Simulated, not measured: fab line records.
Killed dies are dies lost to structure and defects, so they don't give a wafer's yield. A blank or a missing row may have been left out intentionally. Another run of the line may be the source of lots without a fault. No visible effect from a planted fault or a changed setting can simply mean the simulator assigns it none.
Which tool did it?    flow rit-cmos    Sampling: 13 lots, 39 wafers, 5 of 202 route steps

## WHAT THE GAUGES SHOWED, per wafer
RIT_ACTIVE_THK_MEAS_02.
lot   measured     on             ACTIVE_OXIDE_THK (nm)
L488  day 1 13:00  film-metro-03  46.2 46.3 46.2
L489  day 1 19:02  film-metro-03  45.5 45.4 45.9
L490  day 1 22:24  film-metro-04  46.2 46.4 46.8
L491  day 2 04:28  film-metro-03  46.8 47.9 47.2
L497  day 3 12:14  film-metro-03  46.4 46.3 47.1
L499  day 3 19:04  film-metro-04  32.8 33.0 31.4
L501  day 4 05:04  film-metro-04  46.4 45.4 45.5
L502  day 4 11:29  film-metro-03  30.7 30.4 30.8
L503  day 4 15:04  film-metro-01  45.9 45.5 46.0
L505  day 5 01:05  film-metro-01  46.7 46.0 46.6
L506  day 5 06:04  film-metro-04  46.7 46.3 46.8
L508  day 5 16:03  film-metro-01  46.7 46.5 47.4
L510  day 6 02:05  film-metro-04  46.6 45.9 45.9

RIT_M1_CD_MEAS_09: target cd 2600 nm.
lot   measured     on         cd-nm (nm)
L488  day 3 23:47  cd-sem-02  2602.5 2600.1 2600.4
L489  day 4 05:47  cd-sem-01  2600.1 2600.6 2599.1
L490  day 4 04:58  cd-sem-01  2599.0 2598.3 2598.8
L491  day 4 11:55  cd-sem-01  2600.5 2600.7 2599.3
L497  day 5 10:38  cd-sem-02  2598.9 2596.3 2595.7
L499  day 5 19:59  cd-sem-02  2597.7 2599.2 2598.0
L501  day 6 01:00  cd-sem-02  2598.2 2598.5 2601.8
L502  day 6 06:07  cd-sem-01  2600.7 2601.0 2600.4
L503  day 6 11:02  cd-sem-01  2599.0 2597.9 2595.0
L505  day 6 19:02  cd-sem-02  2601.1 2599.8 2601.5
L506  day 7 02:02  cd-sem-01  2603.0 2598.9 2599.3
L508  day 7 13:46  cd-sem-01  2597.8 2597.1 2598.3
L510  day 8 03:38  cd-sem-01  2603.4 2600.3 2599.3

## WHICH TOOL RAN EACH LOT (tool, then ch and the chambers of the sampled wafers, then the start)
lot   RIT_ACTIVE_OXIDATION_01       RIT_SILICIDE_SPUTTER_01      RIT_CONTACT_STRIP_12
L488  furnace-01 ch 0, day 1 11:03  pvd-sputter-04, day 3 18:53  plasma-asher-02 ch 0,1, day 3 21:12
L489  furnace-01 ch 0, day 1 17:06  pvd-sputter-03, day 4 00:55  plasma-asher-02 ch 0,1, day 4 03:04
L490  furnace-04 ch 0, day 1 20:28  pvd-sputter-01, day 4 00:32  plasma-asher-01 ch 0,1, day 4 02:50
L491  furnace-04 ch 0, day 2 02:32  pvd-sputter-04, day 4 06:32  plasma-asher-04 ch 0,1, day 4 08:44
L497  furnace-04 ch 0, day 3 10:17  pvd-sputter-04, day 5 05:59  plasma-asher-02 ch 0, day 5 08:15
L499  furnace-01 ch 0, day 3 17:07  pvd-sputter-04, day 5 15:28  plasma-asher-02 ch 0,1, day 5 17:58
L501  furnace-04 ch 0, day 4 03:08  pvd-sputter-04, day 5 20:45  plasma-asher-04 ch 0,1, day 5 22:53
L502  furnace-01 ch 0, day 4 09:33  pvd-sputter-04, day 6 01:46  plasma-asher-01 ch 0,1, day 6 03:58
L503  furnace-02 ch 0, day 4 13:07  pvd-sputter-03, day 6 06:40  plasma-asher-01 ch 0,1, day 6 08:52
L505  furnace-04 ch 0, day 4 23:09  pvd-sputter-03, day 6 14:41  plasma-asher-01 ch 0,1, day 6 16:54
L506  furnace-02 ch 0, day 5 04:07  pvd-sputter-01, day 6 21:47  plasma-asher-01 ch 0,1, day 7 00:04
L508  furnace-02 ch 0, day 5 14:07  pvd-sputter-01, day 7 09:34  plasma-asher-04 ch 0,1, day 7 11:38
L510  furnace-02 ch 0, day 6 00:07  pvd-sputter-01, day 7 21:35  plasma-asher-02 ch 0,1, day 7 23:44
- RIT_ACTIVE_OXIDATION_01: target thk 46.8 nm, ox time 3360 s.
- RIT_SILICIDE_SPUTTER_01: material Ti, target thk 30 nm, time 240 s.
- RIT_CONTACT_STRIP_12: strips in O2, time 180 s.

## WHAT THE TOOLS THEMSELVES READ (means of the sampled wafers that have a number; where no wafer has one, the mark that the record gives instead)
RIT_ACTIVE_OXIDATION_01.
lot   tool        spike-tc-centre-C (C)  spike-tc-load-C (C)  spike-tc-source-C (C)  tube-center-temp-C (C)  tube_center_temp_C_max  zone-power-centre-pct (%)
L488  furnace-01  1002.2                 1022.7               1022                   1000                    1002.5                  45.7
L489  furnace-01  1002.5                 1022.7               1023                   1000                    1002.2                  45.7
L490  furnace-04  1000.1                 1023.9               1028                   1000                    1002.6                  46.7
L491  furnace-04  1000.4                 1026.0               1029                   1000                    1003.0                  46.3
L497  furnace-04  1001.4                 1024.6               1028                   1000                    1002.7                  45.9
L499  furnace-01  963.7                  982.1                980                    960                     962.6                   43.3
L501  furnace-04  999.3                  1023.7               1029                   1000                    1002.6                  46.3
L502  furnace-01  962.8                  982.2                980                    960                     962.5                   43.2
L503  furnace-02  1002.0                 1028.7               1026                   1000                    1002.6                  46.0
L505  furnace-04  1000.7                 1024.9               1028                   1000                    1002.2                  45.8
L506  furnace-02  1001.1                 1029.2               1027                   1000                    1002.8                  45.6
L508  furnace-02  1000.9                 1028.6               1026                   1000                    1002.5                  45.4
L510  furnace-02  1001.7                 1027.7               1026                   1000                    1002.4                  45.5

RIT_SILICIDE_SPUTTER_01.
lot   tool            throttle-valve-pct (%)
L488  pvd-sputter-04  30.9
L489  pvd-sputter-03  29.1
L490  pvd-sputter-01  31.4
L491  pvd-sputter-04  30.4
L497  pvd-sputter-04  31.1
L499  pvd-sputter-04  31.2
L501  pvd-sputter-04  30.9
L502  pvd-sputter-04  30.2
L503  pvd-sputter-03  29.1
L505  pvd-sputter-03  30.2
L506  pvd-sputter-01  31.3
L508  pvd-sputter-01  30.1
L510  pvd-sputter-01  29.7

RIT_CONTACT_STRIP_12.
lot   tool             drypump-motor-current-A (A)  rf-refl-power-W (W)
L488  plasma-asher-02  5.9                          6.2
L489  plasma-asher-02  6.1                          7.6
L490  plasma-asher-01  5.7                          6.6
L491  plasma-asher-04  6.0                          7.1
L497  plasma-asher-02  6.3                          8.9
L499  plasma-asher-02  5.9                          6.4
L501  plasma-asher-04  6.3                          8.4
L502  plasma-asher-01  5.6                          5.5
L503  plasma-asher-01  5.6                          5.4
L505  plasma-asher-01  5.7                          5.6
L506  plasma-asher-01  5.6                          5.4
L508  plasma-asher-04  6.3                          8.4
L510  plasma-asher-02  6.1                          7.6

## THE ANSWER, worked out from the rows above alone
Rule: what is usual is taken from the lots themselves. Put in order of their means at a reading, lots are off if they are a third of the lots or fewer, leave a main group of 4 or more, and stand apart from it by a gap of 3 or more times the standard deviation of the main group's means; of several such gaps the widest counts. If all means in a main group match to the digits the tables above print for the reading, that group is not used. Also off: a lot with no number at a reading for which 4 or more lots have one. All remaining lots with rows at the step are treated as sound. After the gauges, taken in route order, come the tools' own readings; for these a lot's mean is taken, as printed above. The first step at which some lot is off is used, and at that step the reading that is off furthest; a lot without a number counts as furthest.
Off: L499, L502, seen at RIT_ACTIVE_THK_MEAS_02 (ACTIVE_OXIDE_THK). Main group: mean 46.3 nm, sd 0.48.
A tool fits if, at a process step before that reading, it ran every lot that is off, and no sound lot after the first of them. Not tried: the gauges at RIT_ACTIVE_THK_MEAS_02; whatever is off there is also off at RIT_ACTIVE_OXIDATION_01, on other tools, and gauge error can't account for it. One fits: furnace-01 at RIT_ACTIVE_OXIDATION_01. A fault onset in the window from L489 (day 1 17:06, its last sound lot) to L499 (day 3 17:07, its first lot off) fits.
The tool's own readings at RIT_ACTIVE_OXIDATION_01 bear it out: on the lots that are off they differ by more than 5 times the standard deviation of the sound lots' means. spike-tc-centre-C reads 963.2 C there against 1001.1 C on the sound lots; spike-tc-load-C reads 982.2 C there against 1025.7 C on the sound lots; spike-tc-source-C reads 980 C there against 1027 C on the sound lots; tube-center-temp-C reads 960 C there against 1000 C on the sound lots; tube_center_temp_C_max reads 962.5 there against 1002.6 on the sound lots; zone-power-centre-pct reads 43.2 % there against 45.9 % on the sound lots.

## WHAT WAS PUT IN BY THE SIMULATOR
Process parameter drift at RIT_ACTIVE_OXIDATION_01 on furnace-01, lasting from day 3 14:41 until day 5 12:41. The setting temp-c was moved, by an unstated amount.
Struck lots among those shown: L499, L502. The same result came from the rule above.
